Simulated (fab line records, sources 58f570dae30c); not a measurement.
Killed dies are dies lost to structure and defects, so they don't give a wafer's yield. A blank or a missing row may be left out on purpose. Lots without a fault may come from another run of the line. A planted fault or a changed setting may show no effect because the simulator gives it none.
Chamber matching | flow berkeley_cmos170 | UCB170_M2_ETCH_17 on rie_diel-03: 4 sister chambers
The step etches BARC in N2/H2. 4 wafers are shown with their chamber, then 7 later ones without.

WAFERS WITH THEIR CHAMBER
wafer  | chamber | throttle_valve_pct (%)
L483.5 | 3       | 13.52
L484.5 | 0       | 13.06
L487.1 | 2       | 13.62
L487.3 | 1       | 13.51

WAFERS WITHOUT THEIR CHAMBER
wafer  | throttle_valve_pct (%)
L487.5 | 13.52
L495.3 | 13.52
L495.4 | 13.54
L495.6 | 13.62
L498.2 | 13.52
L498.3 | 13.06
L498.6 | 13.06

WHICH CHAMBER EACH WENT THROUGH
wafer  | from the rows above     | in truth
L487.5 | can't be placed: 3 or 1 | 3
L495.3 | can't be placed: 3 or 1 | 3
L495.4 | can't be placed: 3 or 1 | 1
L495.6 | 2                       | 2
L498.2 | can't be placed: 3 or 1 | 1
L498.3 | 0                       | 0
L498.6 | 0                       | 0
Placed correctly: 3 of 7. Can't be placed from these rows: 4 (the true chamber is among the candidates in 4). Placed wrongly: 0.
How it was worked out, from the rows above alone: a wafer's distance from a chamber is the root of the sum, over the readings, of the square of ((its reading less the chamber's mean) divided by the reading's scatter). The wafer belongs to the nearest chamber; if the next one is less than 2 further off, it can't be placed. A chamber's mean is the mean of its shown wafers. The scatter: with one shown wafer a chamber, the root of the mean of the squares of how far each hidden wafer lies from its nearest shown one.
